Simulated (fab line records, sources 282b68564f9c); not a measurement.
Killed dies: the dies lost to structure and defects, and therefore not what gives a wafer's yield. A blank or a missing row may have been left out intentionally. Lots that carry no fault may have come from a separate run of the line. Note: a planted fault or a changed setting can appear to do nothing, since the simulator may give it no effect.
fab line records / flow ritCmos
record: lots: 7 wafers: 18 lastDay: 8
route steps=202 shown ACTIVE@8 FOX1@20 M1@202
lots with no fault: from the same line, run without faults
startH: start of the lot's first displayed wafer, in hours after the record's first day / waitH: hours elapsed since this lot's preceding step / " unchanged from the row above / L1.1+2: one row covering several wafers at once / - no value present, or no start provided / * or withheld: withheld / < > ~ a bound
route shown NAME@n: a module of which the file shows steps, and the number in the route of the first / usual: mean/standard deviation of fault-free wafers / same: alike in all rows / chamber/n: place in a boat / sites: the reading at each site / _std_site: standard deviation of those values / _edge_site: inner sites' mean taken away from outer sites' mean / radiusMm: how far each site lies from the wafer's centre / mask NAME#n: copy n / behind: the tool/chamber that last shaped the wafer / hold: why the lot was held/for how many hours/how that ended / device: which transistor (n, p or np) failed to switch / end of line: the same wafers' tests at the end of the route / a step without rows: its recipe alone / killed: dies that structure and defects cost at the first sort, which is not the same as the wafer's yield / map: a wafer's dies, marking killed ones x, the rest . and places with no die _
set.NAME: the run value of the setting; set.NAME@STEP: its run value at that earlier step / model.NAME: the simulator's own value behind a step, which no gauge read
lots at selected steps of the route; one table per step, one row per wafer
services: from which hour (startH, from the record's first day; less than 0 if before it) a tool's chamber was out of use, for how many hours, and why
== steps ==
step: RIT_ACTIVE_SOFTBAKE_07
recipe: resist: NOVOLAK tempC: 90 timeS: 60
step: RIT_ACTIVE_EXPOSE_08
recipe: maskId: M1 na: 0.6 sourceShape: conventional sigmaOuter: 0.6 targetCdNm: 1400 doseMj: 225
step: RIT_ACTIVE_PEB_09
recipe: resist: NOVOLAK tempC: withheld timeS: withheld
step: RIT_ACTIVE_DEVELOP_10
recipe: resist: NOVOLAK developTimeS: 50 devTempC: 23
step: RIT_ACTIVE_CD_MEAS_11
recipe: targetCdNm: 1400
usual: cdNm: 1400.3/2.2
lot.wafer=L747.2 tool=cdSem-02 chamber=- startH=40.45 waitH=- cdNm=1397.9
lot.wafer=L747.4 tool=cdSem-02 chamber=- startH=40.45 waitH=- cdNm=1398.5
lot.wafer=L747.6 tool=cdSem-02 chamber=- startH=40.45 waitH=- cdNm=1399.1
lot.wafer=L748.1 tool=cdSem-02 chamber=- startH=46.15 waitH=- cdNm=1401.9
lot.wafer=L748.2 tool=cdSem-02 chamber=- startH=46.15 waitH=- cdNm=1398.9
lot.wafer=L748.5 tool=cdSem-02 chamber=- startH=46.15 waitH=- cdNm=1400.7
lot.wafer=L751.2 tool=cdSem-02 chamber=- startH=63.89 waitH=- cdNm=1400.6
lot.wafer=L751.3 tool=cdSem-02 chamber=- startH=63.89 waitH=- cdNm=1399.3
lot.wafer=L753.1 tool=cdSem-01 chamber=- startH=72.50 waitH=- cdNm=1402.7
lot.wafer=L753.3 tool=cdSem-01 chamber=- startH=72.50 waitH=- cdNm=1400.9
lot.wafer=L755.1 tool=cdSem-01 chamber=- startH=80.98 waitH=- cdNm=1402.1
lot.wafer=L755.2 tool=cdSem-01 chamber=- startH=80.98 waitH=- cdNm=1401.3
lot.wafer=L762.3 tool=cdSem-01 chamber=- startH=118.04 waitH=- cdNm=1399.6
lot.wafer=L762.4 tool=cdSem-01 chamber=- startH=118.04 waitH=- cdNm=1400.6
lot.wafer=L762.5 tool=cdSem-01 chamber=- startH=118.04 waitH=- cdNm=1401.6
lot.wafer=L764.1 tool=cdSem-01 chamber=- startH=129.98 waitH=- cdNm=1395.6
lot.wafer=L764.4 tool=cdSem-01 chamber=- startH=129.98 waitH=- cdNm=1396.3
lot.wafer=L764.6 tool=cdSem-01 chamber=- startH=129.98 waitH=- cdNm=1395.3
step: RIT_ACTIVE_HARDBAKE_12
recipe: resist: NOVOLAK tempC: 140 timeS: 60
step: RIT_ACTIVE_ETCH_13
recipe: stopOn: SiO2 chemistry: SF6 target: Si3N4 timeS: 210 overEtchFrac: 0.4 SF6_flow_sccm: 200 pressureMtorr: 260 rfW: 125 targetDepthA: 2100
usual: drypumpMotorCurrentA: 5.7/0.3 oesProductAu: 0.818/0.012 throttleValvePct: 7.48/0.11
same: timeS: 210
lot.wafer=L747.2 tool=rieDiel-04 chamber=2 startH=40.70 waitH=0.1 drypumpMotorCurrentA=5.2 oesProductAu=0.819 rfHoursCounterH=133 throttleValvePct=7.49
lot.wafer=L747.4 tool=rieDiel-04 chamber=1 startH=40.70 waitH=0.1 drypumpMotorCurrentA=5.2 oesProductAu=0.806 rfHoursCounterH=50 throttleValvePct=7.51
lot.wafer=L747.6 tool=rieDiel-04 chamber=3 startH=40.70 waitH=0.1 drypumpMotorCurrentA=5.5 oesProductAu=0.815 rfHoursCounterH=- throttleValvePct=7.51
lot.wafer=L748.1 tool=rieDiel-04 chamber=0 startH=46.42 waitH=0.1 drypumpMotorCurrentA=6.1 oesProductAu=0.807 rfHoursCounterH=34 throttleValvePct=7.56
lot.wafer=L748.2 tool=rieDiel-04 chamber=3 startH=46.42 waitH=0.1 drypumpMotorCurrentA=5.5 oesProductAu=0.812 rfHoursCounterH=95 throttleValvePct=7.49
lot.wafer=L748.5 tool=rieDiel-04 chamber=2 startH=46.42 waitH=0.1 drypumpMotorCurrentA=5.2 oesProductAu=0.819 rfHoursCounterH=- throttleValvePct=7.47
lot.wafer=L751.2 tool=rieDiel-01 chamber=0 startH=64.14 waitH=0.1 drypumpMotorCurrentA=6.2 oesProductAu=0.832 rfHoursCounterH=92 throttleValvePct=7.68
lot.wafer=L751.3 tool=rieDiel-01 chamber=1 startH=64.14 waitH=0.1 drypumpMotorCurrentA=5.8 oesProductAu=0.821 rfHoursCounterH=147 throttleValvePct=7.62
lot.wafer=L753.1 tool=rieDiel-01 chamber=3 startH=72.77 waitH=0.1 drypumpMotorCurrentA=5.8 oesProductAu=0.837 rfHoursCounterH=1 throttleValvePct=7.45
lot.wafer=L753.3 tool=rieDiel-01 chamber=1 startH=72.77 waitH=0.1 drypumpMotorCurrentA=5.7 oesProductAu=0.813 rfHoursCounterH=147 throttleValvePct=7.63
lot.wafer=L755.1 tool=rieDiel-02 chamber=0 startH=81.25 waitH=0.1 drypumpMotorCurrentA=5.6 oesProductAu=0.845 rfHoursCounterH=2 throttleValvePct=7.46
lot.wafer=L755.2 tool=rieDiel-02 chamber=1 startH=81.25 waitH=0.1 drypumpMotorCurrentA=5.6 oesProductAu=0.824 rfHoursCounterH=27 throttleValvePct=7.30
lot.wafer=L762.3 tool=rieDiel-02 chamber=0 startH=118.27 waitH=0.1 drypumpMotorCurrentA=5.7 oesProductAu=0.839 rfHoursCounterH=3 throttleValvePct=7.47
lot.wafer=L762.4 tool=rieDiel-02 chamber=2 startH=118.27 waitH=0.1 drypumpMotorCurrentA=6.1 oesProductAu=0.821 rfHoursCounterH=131 throttleValvePct=7.32
lot.wafer=L762.5 tool=rieDiel-02 chamber=2 startH=118.27 waitH=0.1 drypumpMotorCurrentA=6.1 oesProductAu=0.803 rfHoursCounterH=- throttleValvePct=7.33
lot.wafer=L764.1 tool=rieDiel-02 chamber=2 startH=130.25 waitH=0.1 drypumpMotorCurrentA=6.1 oesProductAu=0.823 rfHoursCounterH=131 throttleValvePct=7.33
lot.wafer=L764.4 tool=rieDiel-02 chamber=1 startH=130.25 waitH=0.1 drypumpMotorCurrentA=5.6 oesProductAu=0.831 rfHoursCounterH=28 throttleValvePct=7.28
lot.wafer=L764.6 tool=rieDiel-02 chamber=1 startH=130.25 waitH=0.1 drypumpMotorCurrentA=5.6 oesProductAu=0.829 rfHoursCounterH=- throttleValvePct=7.31
step: RIT_ACTIVE_STRIP_14
recipe: chemistry: O2 timeS: 180 resist: NOVOLAK platenTempC: withheld powerW: 500 pressureMtorr: 4145 o2FlowSccm: 4000
usual: drypumpMotorCurrentA: 5.8/0.54
same: timeS: 180
lot.wafer=L747.2 tool=plasmaAsher-02 chamber=0 startH=40.83 waitH=0.1 drypumpMotorCurrentA=6.0 rfHoursCounterH=37
lot.wafer=L747.4 tool=plasmaAsher-02 chamber=0 startH=40.83 waitH=0.1 drypumpMotorCurrentA=6.0 rfHoursCounterH=-
lot.wafer=L747.6 tool=plasmaAsher-02 chamber=1 startH=40.83 waitH=0.1 drypumpMotorCurrentA=6.1 rfHoursCounterH=-
lot.wafer=L748.1 tool=plasmaAsher-01 chamber=1 startH=46.56 waitH=0.1 drypumpMotorCurrentA=6.4 rfHoursCounterH=40
lot.wafer=L748.2 tool=plasmaAsher-01 chamber=0 startH=46.56 waitH=0.1 drypumpMotorCurrentA=5.1 rfHoursCounterH=40
lot.wafer=L748.5 tool=plasmaAsher-01 chamber=1 startH=46.56 waitH=0.1 drypumpMotorCurrentA=6.4 rfHoursCounterH=-
lot.wafer=L751.2 tool=plasmaAsher-02 chamber=1 startH=64.28 waitH=0.1 drypumpMotorCurrentA=6.2 rfHoursCounterH=40
lot.wafer=L751.3 tool=plasmaAsher-02 chamber=0 startH=64.28 waitH=0.1 drypumpMotorCurrentA=6.1 rfHoursCounterH=-
lot.wafer=L753.1 tool=plasmaAsher-01 chamber=1 startH=72.91 waitH=0.1 drypumpMotorCurrentA=6.4 rfHoursCounterH=43
lot.wafer=L753.3 tool=plasmaAsher-01 chamber=1 startH=72.91 waitH=0.1 drypumpMotorCurrentA=6.4 rfHoursCounterH=-
lot.wafer=L755.1 tool=plasmaAsher-02 chamber=0 startH=81.38 waitH=0.1 drypumpMotorCurrentA=6.0 rfHoursCounterH=41
lot.wafer=L755.2 tool=plasmaAsher-02 chamber=1 startH=81.38 waitH=0.1 drypumpMotorCurrentA=6.2 rfHoursCounterH=41
lot.wafer=L762.3 tool=plasmaAsher-04 chamber=1 startH=118.47 waitH=0.1 drypumpMotorCurrentA=6.2 rfHoursCounterH=-
lot.wafer=L762.4 tool=plasmaAsher-04 chamber=0 startH=118.47 waitH=0.1 drypumpMotorCurrentA=5.1 rfHoursCounterH=-
lot.wafer=L762.5 tool=plasmaAsher-04 chamber=0 startH=118.47 waitH=0.1 drypumpMotorCurrentA=5.1 rfHoursCounterH=-
lot.wafer=L764.1 tool=plasmaAsher-02 chamber=1 startH=130.38 waitH=0.1 drypumpMotorCurrentA=6.2 rfHoursCounterH=1
lot.wafer=L764.4 tool=plasmaAsher-02 chamber=0 startH=130.38 waitH=0.1 drypumpMotorCurrentA=6.1 rfHoursCounterH=-
lot.wafer=L764.6 tool=plasmaAsher-02 chamber=0 startH=130.38 waitH=0.1 drypumpMotorCurrentA=6.1 rfHoursCounterH=-
step: RIT_ACTIVE_CD_MEAS_90
recipe: targetCdNm: 1400
usual: cdNm: 1400.3/2.2
lot.wafer=L747.2 tool=cdSem-01 chamber=- startH=41.02 waitH=0.1 cdNm=1397.1
lot.wafer=L747.4 tool=cdSem-01 chamber=- startH=41.02 waitH=0.1 cdNm=1398.2
lot.wafer=L747.6 tool=cdSem-01 chamber=- startH=41.02 waitH=0.1 cdNm=1398.5
lot.wafer=L748.1 tool=cdSem-01 chamber=- startH=46.73 waitH=0.1 cdNm=1401.8
lot.wafer=L748.2 tool=cdSem-01 chamber=- startH=46.73 waitH=0.1 cdNm=1399.1
lot.wafer=L748.5 tool=cdSem-01 chamber=- startH=46.73 waitH=0.1 cdNm=1400.2
lot.wafer=L751.2 tool=cdSem-02 chamber=- startH=64.47 waitH=0.1 cdNm=1400.8
lot.wafer=L751.3 tool=cdSem-02 chamber=- startH=64.47 waitH=0.1 cdNm=1398.9
lot.wafer=L753.1 tool=cdSem-02 chamber=- startH=73.08 waitH=0.1 cdNm=1403.1
lot.wafer=L753.3 tool=cdSem-02 chamber=- startH=73.08 waitH=0.1 cdNm=1401.1
lot.wafer=L755.1 tool=cdSem-02 chamber=- startH=81.56 waitH=0.1 cdNm=1402.0
lot.wafer=L755.2 tool=cdSem-02 chamber=- startH=81.56 waitH=0.1 cdNm=1401.3
lot.wafer=L762.3 tool=cdSem-02 chamber=- startH=118.62 waitH=0.1 cdNm=1399.4
lot.wafer=L762.4 tool=cdSem-02 chamber=- startH=118.62 waitH=0.1 cdNm=1400.4
lot.wafer=L762.5 tool=cdSem-02 chamber=- startH=118.62 waitH=0.1 cdNm=1401.4
lot.wafer=L764.1 tool=cdSem-02 chamber=- startH=130.56 waitH=0.1 cdNm=1396.1
lot.wafer=L764.4 tool=cdSem-02 chamber=- startH=130.56 waitH=0.1 cdNm=1396.7
lot.wafer=L764.6 tool=cdSem-02 chamber=- startH=130.56 waitH=0.1 cdNm=1395.5
step: RIT_ACTIVE_CLEAN_15
recipe: chemistry: SC1 mix: 3:3:50 timeS: 600 tempC: 75
step: RIT_ACTIVE_CLEAN_16
recipe: chemistry: dHF dilution: 50:1 timeS: 30
step: RIT_ACTIVE_CLEAN_17
recipe: chemistry: SC2 mix: 3:3:50 timeS: 600 tempC: 75 dry: n2Spin
step: RIT_FOX1_OXIDATION_00
recipe: tempC: 1100 ambient: H2O targetThkA: 3507 pH2oTorr: 720 oxTimeS: 1130
lot.wafer=L747.2 tool=furnace-03 chamber=0 startH=43.74 waitH=2.3 model.SiO2_of_FOX1_OXIDATION_00.thkNm=361.2
lot.wafer=L747.4 tool=furnace-03 chamber=0 startH=43.74 waitH=2.3 model.SiO2_of_FOX1_OXIDATION_00.thkNm=358.2
lot.wafer=L747.6 tool=furnace-03 chamber=0 startH=43.74 waitH=2.3 model.SiO2_of_FOX1_OXIDATION_00.thkNm=360.8
lot.wafer=L748.1 tool=furnace-04 chamber=0 startH=47.22 waitH=0.0 model.SiO2_of_FOX1_OXIDATION_00.thkNm=360.3
lot.wafer=L748.2 tool=furnace-04 chamber=0 startH=47.22 waitH=0.0 model.SiO2_of_FOX1_OXIDATION_00.thkNm=368.2
lot.wafer=L748.5 tool=furnace-04 chamber=0 startH=47.22 waitH=0.0 model.SiO2_of_FOX1_OXIDATION_00.thkNm=360.9
lot.wafer=L751.2 tool=furnace-04 chamber=0 startH=66.55 waitH=1.6 model.SiO2_of_FOX1_OXIDATION_00.thkNm=342.4
lot.wafer=L751.3 tool=furnace-04 chamber=0 startH=66.55 waitH=1.6 model.SiO2_of_FOX1_OXIDATION_00.thkNm=349.7
lot.wafer=L753.1 tool=furnace-04 chamber=0 startH=74.26 waitH=0.7 model.SiO2_of_FOX1_OXIDATION_00.thkNm=341.3
lot.wafer=L753.3 tool=furnace-04 chamber=0 startH=74.26 waitH=0.7 model.SiO2_of_FOX1_OXIDATION_00.thkNm=343.8
lot.wafer=L755.1 tool=furnace-04 chamber=0 startH=82.06 waitH=0.0 model.SiO2_of_FOX1_OXIDATION_00.thkNm=338
lot.wafer=L755.2 tool=furnace-04 chamber=0 startH=82.06 waitH=0.0 model.SiO2_of_FOX1_OXIDATION_00.thkNm=341.4
lot.wafer=L762.3 tool=furnace-01 chamber=0 startH=119.07 waitH=0.0 model.SiO2_of_FOX1_OXIDATION_00.thkNm=351
lot.wafer=L762.4 tool=furnace-01 chamber=0 startH=119.07 waitH=0.0 model.SiO2_of_FOX1_OXIDATION_00.thkNm=351.9
lot.wafer=L762.5 tool=furnace-01 chamber=0 startH=119.07 waitH=0.0 model.SiO2_of_FOX1_OXIDATION_00.thkNm=352.1
lot.wafer=L764.1 tool=furnace-03 chamber=0 startH=134.61 waitH=3.6 model.SiO2_of_FOX1_OXIDATION_00.thkNm=347.1
lot.wafer=L764.4 tool=furnace-03 chamber=0 startH=134.61 waitH=3.6 model.SiO2_of_FOX1_OXIDATION_00.thkNm=355.7
lot.wafer=L764.6 tool=furnace-03 chamber=0 startH=134.61 waitH=3.6 model.SiO2_of_FOX1_OXIDATION_00.thkNm=345.2
step: RIT_FOX1_THK_MEAS_01
recipe: reads: SiO2_of_FOX1_OXIDATION_00
usual: FOX1_OXIDE_THK: 351/7.7
lot.wafer=L747.2 tool=filmMetro-04 chamber=- startH=45.07 waitH=0.0 FOX1_OXIDE_THK[nm]=361
lot.wafer=L747.4 tool=filmMetro-04 chamber=- startH=45.07 waitH=0.0 FOX1_OXIDE_THK[nm]=358
lot.wafer=L747.6 tool=filmMetro-04 chamber=- startH=45.07 waitH=0.0 FOX1_OXIDE_THK[nm]=361
lot.wafer=L748.1 tool=filmMetro-03 chamber=- startH=48.53 waitH=0.0 FOX1_OXIDE_THK[nm]=361
lot.wafer=L748.2 tool=filmMetro-03 chamber=- startH=48.53 waitH=0.0 FOX1_OXIDE_THK[nm]=369
lot.wafer=L748.5 tool=filmMetro-03 chamber=- startH=48.53 waitH=0.0 FOX1_OXIDE_THK[nm]=361
lot.wafer=L751.2 tool=filmMetro-04 chamber=- startH=67.87 waitH=0.0 FOX1_OXIDE_THK[nm]=342
lot.wafer=L751.3 tool=filmMetro-04 chamber=- startH=67.87 waitH=0.0 FOX1_OXIDE_THK[nm]=349
lot.wafer=L753.1 tool=filmMetro-03 chamber=- startH=75.57 waitH=0.0 FOX1_OXIDE_THK[nm]=341
lot.wafer=L753.3 tool=filmMetro-03 chamber=- startH=75.57 waitH=0.0 FOX1_OXIDE_THK[nm]=344
lot.wafer=L755.1 tool=filmMetro-02 chamber=- startH=83.38 waitH=0.0 FOX1_OXIDE_THK[nm]=338
lot.wafer=L755.2 tool=filmMetro-02 chamber=- startH=83.38 waitH=0.0 FOX1_OXIDE_THK[nm]=341
lot.wafer=L762.3 tool=filmMetro-03 chamber=- startH=120.40 waitH=0.0 FOX1_OXIDE_THK[nm]=351
lot.wafer=L762.4 tool=filmMetro-03 chamber=- startH=120.40 waitH=0.0 FOX1_OXIDE_THK[nm]=352
lot.wafer=L762.5 tool=filmMetro-03 chamber=- startH=120.40 waitH=0.0 FOX1_OXIDE_THK[nm]=352
lot.wafer=L764.1 tool=filmMetro-04 chamber=- startH=135.92 waitH=0.0 FOX1_OXIDE_THK[nm]=347
lot.wafer=L764.4 tool=filmMetro-04 chamber=- startH=135.92 waitH=0.0 FOX1_OXIDE_THK[nm]=356
lot.wafer=L764.6 tool=filmMetro-04 chamber=- startH=135.92 waitH=0.0 FOX1_OXIDE_THK[nm]=345
step: RIT_M1_PROBE_99
usual: killedAtFrontEnd: 7/3.1 killedDies: 7/3.1 killedOpen: 3.6/2.2 killedShort: 3.4/2.1
same: grossDies: 264 killed_at_M0_to_M3: 0 killed_at_M4_up: 0 killedAtBackSide: 0 killedAtContacts: 0 killedAtOther: 0
lot.wafer=L747.2 tool=prober-02 chamber=- startH=93.66 waitH=0.1 killedAtFrontEnd=11 killedDies=11 killedOpen=1 killedShort=9
lot.wafer=L747.4 tool=prober-02 chamber=- startH=93.76 waitH=0.2 killedAtFrontEnd=7 killedDies=7 killedOpen=2 killedShort=5
lot.wafer=L747.6 tool=prober-02 chamber=- startH=93.86 waitH=0.2 killedAtFrontEnd=9 killedDies=9 killedOpen=4 killedShort=5
lot.wafer=L751.2 tool=prober-02 chamber=- startH=115.24 waitH=0.1 killedAtFrontEnd=11 killedDies=11 killedOpen=7 killedShort=4
lot.wafer=L753.3 tool=prober-02 chamber=- startH=126.22 waitH=0.2 killedAtFrontEnd=8 killedDies=8 killedOpen=4 killedShort=4
lot.wafer=L755.2 tool=prober-02 chamber=- startH=137.95 waitH=0.1 killedAtFrontEnd=6 killedDies=6 killedOpen=5 killedShort=1
killed by level:class
L747.2 FOX1:geometricParticle:short=3 FOX2:geometricParticle:short=2 REOX:geometricParticle:short=2 GATE:geometricParticle:short=1 REOX:geometricParticle:open=1 SPACER:geometricParticle:short=1 NSD:coatMicrobubblePrinted=1
L747.4 GATE:geometricParticle:short=2 SPACER:geometricParticle:short=2 FOX1:geometricParticle:short=1 GATE:geometricParticle:open=1 REOX:geometricParticle:open=1
L747.6 FOX1:geometricParticle:short=2 FOX2:geometricParticle:open=2 GATE:geometricParticle:short=2 FOX1:geometricParticle:open=1 SILICIDE:geometricParticle:short=1 REOX:geometricParticle:open=1
L751.2 GATE:geometricParticle:short=2 REOX:geometricParticle:open=2 SPACER:geometricParticle:open=2 FOX1:geometricParticle:open=1 FOX2:geometricParticle:open=1 FOX2:geometricParticle:short=1 GATE:geometricParticle:open=1 REOX:geometricParticle:short=1
L753.3 GATE:geometricParticle:short=3 GATE:geometricParticle:open=3 FOX1:geometricParticle:short=1 FOX2:geometricParticle:open=1
L755.2 GATE:geometricParticle:open=2 REOX:geometricParticle:open=2 SILICIDE:geometricParticle:short=1 SILICIDE:geometricParticle:open=1
== services ==
tool=rieDiel-04 chamber=0 startH=21.92 hours=3.9 kind=repair
tool=rieDiel-01 chamber=- startH=33.21 hours=2.8 kind=pm
tool=plasmaAsher-02 chamber=- startH=34.74 hours=1.7 kind=repair
tool=rieDiel-01 chamber=2 startH=37.48 hours=6.7 kind=repair
tool=plasmaAsher-01 chamber=- startH=38.09 hours=5.4 kind=repair
tool=rieDiel-04 chamber=3 startH=60.48 hours=3.4 kind=repair
tool=rieDiel-01 chamber=0 startH=64.56 hours=14.7 kind=repair
tool=plasmaAsher-02 chamber=- startH=68.80 hours=1.6 kind=repair
tool=furnace-04 chamber=- startH=97.41 hours=6.8 kind=pm
tool=plasmaAsher-01 chamber=- startH=100.24 hours=14.6 kind=pm
tool=plasmaAsher-02 chamber=- startH=108.75 hours=9.0 kind=pm
tool=plasmaAsher-02 chamber=0 startH=108.75 hours=9.0 kind=ventCycle
tool=plasmaAsher-02 chamber=1 startH=108.75 hours=9.0 kind=ventCycle
tool=plasmaAsher-02 chamber=0 startH=117.75 hours=- kind=clean
tool=plasmaAsher-02 chamber=1 startH=117.75 hours=- kind=clean
tool=rieDiel-02 chamber=- startH=128.13 hours=0.2 kind=repair
== key ==
firstSign none at tools or gauges
modelEffect: step: RIT_FOX1_OXIDATION_00 value: SiO2_of_FOX1_OXIDATION_00.thkNm without: 361.3 struck: 342.8
metAt RIT_FOX1_OXIDATION_00
struckWafers L751.2,L751.3,L753.1,L753.3,L755.1,L755.2
testerLeftOut L751,L753,L755
onsetBetween 47.22 66.55
fault: kind: processParameterDrift tool: furnace-04 chamber: - onsetH: 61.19 steps: RIT_FOX1_OXIDATION_00 channel: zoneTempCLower offset: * shape: step endH: 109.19
testerLeftOut: of these lots the tester's yield and bins aren't shown, on N5 and GAA mostly nor the transistor test; their killed dies are dies lost to structure and defects alone, not to doping, threshold or leakage, so they don't give the yield
